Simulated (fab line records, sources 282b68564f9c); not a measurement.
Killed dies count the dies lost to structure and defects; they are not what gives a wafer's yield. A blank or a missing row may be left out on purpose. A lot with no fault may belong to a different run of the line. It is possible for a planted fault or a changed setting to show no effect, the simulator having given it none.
fab line records    flow ritCmos
record: lots: 11  wafers: 33  lastDay: 7
route steps=202 shown ACTIVE@18 CONTACT@169 M1@194
lots that met no fault: taken from a fault-free run of the same line
startH: start of the lot's first displayed wafer, in hours after the record's first day    waitH: how many hours have passed since the lot's step before this one    " repeats the value in the row above    L1.1+2: a single row standing in for several wafers    - value missing, or start not given    * or withheld: withheld    < > ~ a bound
route shown NAME@n: a module of which the file shows steps, and the number in the route of the first    usual: mean/standard deviation taken from wafers without a fault    same: alike in all rows    chamber/n: place in a boat    sites: per-site readings    _std_site: the values' standard deviation    _edge_site: inner sites' mean taken away from outer sites' mean    radiusMm: how far each site lies from the wafer's centre    mask NAME#n: copy n    behind: the most recent tool/chamber to have shaped the wafer    hold: the reason the lot was held/the length of the hold in hours/how it ended    device: whichever transistor did not switch (one of n, p or np)    end of line: tests run on the same wafers once the route is complete    a step given without rows: its recipe and nothing more    killed: dies lost to structure and defects at the first sort, not the wafer's yield    map: shows each die of a wafer: x if killed, . if not, _ if none is there
set.NAME: the setting as run; set.NAME@STEP: as run at that earlier step    model.NAME: the simulator's own value behind a step, which no gauge read
route steps across a sampled set of lots; one table per step, one row per wafer
services: the hour from which a tool's chamber was out of use, counted from the record's first day as startH (under 0 if before that day), plus the number of hours and why
== steps ==
step: RIT_ACTIVE_CLEAN_16
recipe: chemistry: dHF  dilution: 50:1  timeS: 30
lot.wafer   tool         chamber  startH  waitH
L514.1+4+6  wetBench-04  0        15.44   0.0
L515.2+3+6  wetBench-02  0        21.59   0.0
L516.2+3+4  wetBench-04  0        25.44   0.0
L517.3+4+6  wetBench-04  2        30.44   0.0
L518.1+4+5  wetBench-02  3        38.18   0.0
L519.3+5+6  wetBench-03  2        40.58   0.0
L526.4+5+6  wetBench-03  1        75.31   0.0
L530.3+4+6  wetBench-04  0        97.51   0.0
L534.1+2+3  wetBench-04  0        115.57  0.0
L536.1+2+6  wetBench-02  2        126.18  0.0
L537.4+5+6  wetBench-02  1        131.52  0.0
step: RIT_CONTACT_THK_MEAS_01
recipe: reads: SiO2_of_CONTACT_CVD_00
usual: CONTACT_TEOS_THK: 399/5.2
lot.wafer  tool          chamber  startH  waitH  CONTACT_TEOS_THK[nm]
L514.1     filmMetro-02  -        52.83   0.0    396
L514.4     "             -        "       "      399
L514.6     "             -        "       "      400
L515.2     filmMetro-01  -        59.63   0.0    397
L515.3     "             -        "       "      395
L515.6     "             -        "       "      407
L516.2     filmMetro-02  -        62.26   0.0    389
L516.3     "             -        "       "      388
L516.4     "             -        "       "      398
L517.3     filmMetro-04  -        69.85   0.0    402
L517.4     "             -        "       "      408
L517.6     "             -        "       "      404
L518.1     filmMetro-01  -        75.42   0.0    401
L518.4     "             -        "       "      404
L518.5     "             -        "       "      406
L519.3     filmMetro-01  -        80.88   0.0    394
L519.5     "             -        "       "      402
L519.6     "             -        "       "      401
L526.4     filmMetro-02  -        125.34  0.0    408
L526.5     "             -        "       "      399
L526.6     "             -        "       "      397
L530.3     filmMetro-04  -        143.10  0.0    396
L530.4     "             -        "       "      407
L530.6     "             -        "       "      404
L534.1     filmMetro-02  -        154.49  0.0    394
L534.2     "             -        "       "      396
L534.3     "             -        "       "      397
L536.1     filmMetro-01  -        165.25  0.0    396
L536.2     "             -        "       "      394
L536.6     "             -        "       "      401
L537.4     filmMetro-02  -        167.87  0.0    401
L537.5     "             -        "       "      399
L537.6     "             -        "       "      406
step: RIT_M1_OVL_MEAS_10
usual: M1_OVL: -1.0/1.5
lot.wafer  tool        chamber  startH  waitH  M1_OVL[nm]
L514.1     overlay-02  -        56.63   0.1    -2.7
L514.4     "           -        "       "      -1.6
L514.6     "           -        "       "      -1.2
L515.2     overlay-02  -        63.33   0.1    -4.3
L515.3     "           -        "       "      -4.7
L515.6     "           -        "       "      -2.6
L516.2     overlay-01  -        66.04   0.1    0.0
L516.3     "           -        "       "      0.7
L516.4     "           -        "       "      -0.3
L517.3     overlay-01  -        73.74   0.1    -1.0
L517.4     "           -        "       "      0.5
L517.6     "           -        "       "      -0.7
L518.1     overlay-01  -        79.19   0.1    0.3
L518.4     "           -        "       "      0.3
L518.5     "           -        "       "      -0.5
L519.3     overlay-02  -        84.64   0.1    -0.9
L519.5     "           -        "       "      -3.1
L519.6     "           -        "       "      -1.4
L526.4     overlay-02  -        128.97  0.1    -2.2
L526.5     "           -        "       "      -0.2
L526.6     "           -        "       "      -2.1
L530.3     overlay-01  -        147.05  0.1    1.2
L530.4     "           -        "       "      3.1
L530.6     "           -        "       "      1.6
L534.1     overlay-02  -        158.38  0.1    -3.5
L534.2     "           -        "       "      -3.4
L534.3     "           -        "       "      -2.3
L536.1     overlay-01  -        169.02  0.1    0.9
L536.2     "           -        "       "      3.2
L536.6     "           -        "       "      2.0
L537.4     overlay-01  -        171.50  0.1    -2.4
L537.5     "           -        "       "      -1.4
L537.6     "           -        "       "      -2.2
step: RIT_M1_STRIP_14
recipe: chemistry: O2  timeS: 180  platenTempC: withheld  powerW: 500  pressureMtorr: 4000  o2FlowSccm: 4000
usual: drypumpMotorCurrentA: 5.89/0.28
lot.wafer  tool            chamber  startH  waitH  drypumpMotorCurrentA  rfHoursCounterH
L514.1     plasmaAsher-02  1        57.26   0.0    5.65                  29
L514.4     "               1        "       "      5.65                  -
L514.6     "               1        "       "      5.65                  -
L515.2     plasmaAsher-03  1        63.95   0.0    6.08                  39
L515.3     "               0        "       "      6.16                  -
L515.6     "               1        "       "      6.07                  -
L516.2     plasmaAsher-03  1        66.66   0.0    6.08                  40
L516.3     "               0        "       "      6.18                  -
L516.4     "               1        "       "      6.07                  -
L517.3     plasmaAsher-03  1        74.43   0.1    6.08                  -
L517.4     "               0        "       "      6.18                  -
L517.6     "               0        "       "      6.17                  -
L518.1     plasmaAsher-04  1        79.81   0.0    5.32                  44
L518.4     "               1        "       "      5.32                  -
L518.5     "               0        "       "      6.11                  -
L519.3     plasmaAsher-03  0        85.31   0.1    6.17                  -
L519.5     "               1        "       "      6.07                  -
L519.6     "               0        "       "      6.17                  -
L526.4     plasmaAsher-03  0        129.85  0.1    6.13                  -
L526.5     "               0        "       "      6.17                  -
L526.6     "               1        "       "      6.07                  -
L530.3     plasmaAsher-04  1        147.82  0.1    5.28                  -
L530.4     "               0        "       "      6.10                  -
L530.6     "               1        "       "      5.29                  -
L534.1     plasmaAsher-02  0        159.01  0.0    5.58                  38
L534.2     "               1        "       "      5.66                  38
L534.3     "               0        "       "      5.58                  -
L536.1     plasmaAsher-04  0        169.65  0.0    6.12                  6
L536.2     "               1        "       "      5.32                  6
L536.6     "               0        "       "      6.08                  -
L537.4     plasmaAsher-02  1        172.16  0.1    5.66                  -
L537.5     "               1        "       "      5.66                  -
L537.6     "               0        "       "      5.63                  -
step: RIT_M1_PROBE_99
usual: killed_at_M0_to_M3: 0.0/0.25  killedAtContacts: 0.0/0.18  killedAtFrontEnd: 7/3.4  killedDies: 7/3.4  killedOpen: 3.7/2.2  killedShort: 3.6/2.2
same: grossDies: 264  killed_at_M4_up: 0  killedAtBackSide: 0  killedAtOther: 0
lot.wafer  tool       chamber  startH  waitH  killed_at_M0_to_M3  killedAtContacts  killedAtFrontEnd  killedDies  killedOpen  killedShort
L516.2     prober-01  -        68.63   0.1    0                   0                 15                15          6           9
L516.3     prober-01  -        68.68   0.2    0                   0                 7                 7           3           4
L516.4     prober-01  -        68.73   0.2    0                   0                 11                11          4           7
L526.4     prober-02  -        131.86  0.2    0                   0                 41                41          4           1
L526.5     prober-02  -        131.91  0.2    0                   0                 48                48          5           6
L526.6     prober-02  -        131.96  0.2    0                   0                 51                51          1           4
L536.1     prober-02  -        171.56  0.1    0                   0                 7                 7           2           5
L536.2     prober-02  -        171.61  0.1    0                   0                 11                11          6           5
L536.6     prober-02  -        171.81  0.2    0                   0                 4                 4           2           2
killed by level:class
L516.2 GATE:geometricParticle:short=5 GATE:geometricParticle:open=2 FOX1:geometricParticle:short=1 FOX2:geometricParticle:open=1 REOX:geometricParticle:open=1 REOX:geometricParticle:short=1 SPACER:geometricParticle:open=1 SPACER:geometricParticle:short=1
L516.3 GATE:geometricParticle:short=2 SPACER:geometricParticle:open=2 FOX2:geometricParticle:open=1 FOX2:geometricParticle:short=1 REOX:geometricParticle:short=1
L516.4 FOX2:geometricParticle:open=2 GATE:geometricParticle:short=2 SPACER:geometricParticle:short=2 SILICIDE:geometricParticle:short=2 FOX2:geometricParticle:short=1 GATE:geometricParticle:open=1 SILICIDE:geometricParticle:open=1
L526.4 ACTIVE:unspecified=36 GATE:geometricParticle:open=2 SPACER:geometricParticle:open=2 FOX1:geometricParticle:short=1
L526.5 ACTIVE:unspecified=37 GATE:geometricParticle:short=3 FOX1:geometricParticle:short=2 GATE:geometricParticle:open=2 SPACER:geometricParticle:open=2 FOX2:geometricParticle:short=1 FOX2:geometricParticle:open=1
L526.6 ACTIVE:unspecified=46 GATE:geometricParticle:short=3 FOX2:geometricParticle:short=1 REOX:geometricParticle:open=1
L536.1 GATE:geometricParticle:short=3 FOX1:geometricParticle:short=1 REOX:geometricParticle:open=1 SPACER:geometricParticle:open=1 SPACER:geometricParticle:short=1
L536.2 FOX1:geometricParticle:short=2 GATE:geometricParticle:open=2 GATE:geometricParticle:short=2 SPACER:geometricParticle:open=2 FOX1:geometricParticle:open=1 FOX2:geometricParticle:open=1 SPACER:geometricParticle:short=1
L536.6 GATE:geometricParticle:short=2 REOX:geometricParticle:open=1 SILICIDE:geometricParticle:open=1
== services ==
tool            chamber  startH  hours  kind
plasmaAsher-03  -        23.76   2.9    repair
wetBench-03     -        25.44   4.4    pm
wetBench-02     -        75.03   3.9    repair
plasmaAsher-02  -        104.47  14.6   pm
plasmaAsher-04  -        108.84  9.0    pm
plasmaAsher-04  0        108.84  9.0    ventCycle
plasmaAsher-04  1        108.84  9.0    ventCycle
plasmaAsher-04  0        117.84  -      clean
plasmaAsher-04  1        117.84  -      clean
wetBench-02     -        151.14  2.1    repair
== key ==
firstSign: step: RIT_M1_PROBE_99  reading: killedAtFrontEnd  direction: up  sigmas: 12  usual: 7  struck: 47
effect: step: RIT_M1_PROBE_99  reading: killedDies  direction: up  sigmas: 12  usual: 7  struck: 47
metAt RIT_ACTIVE_CLEAN_16
struckLots L526
struckWafers L526.4,L526.5,L526.6
testerLeftOut L526
notActingAt RIT_CONTACT_THK_MEAS_01,RIT_M1_OVL_MEAS_10,RIT_M1_STRIP_14
fault: kind: chamberParticleSource  tool: wetBench-03  chamber: 1  onsetH: 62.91  steps: RIT_ACTIVE_CLEAN_16  ratePerVisitCm2: 1.7669  endH: 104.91
testerLeftOut: of these lots the tester's yield and bins aren't shown, on N5 and GAA mostly nor the transistor test; their killed dies are dies lost to structure and defects alone, not to doping, threshold or leakage, so they don't give the yield
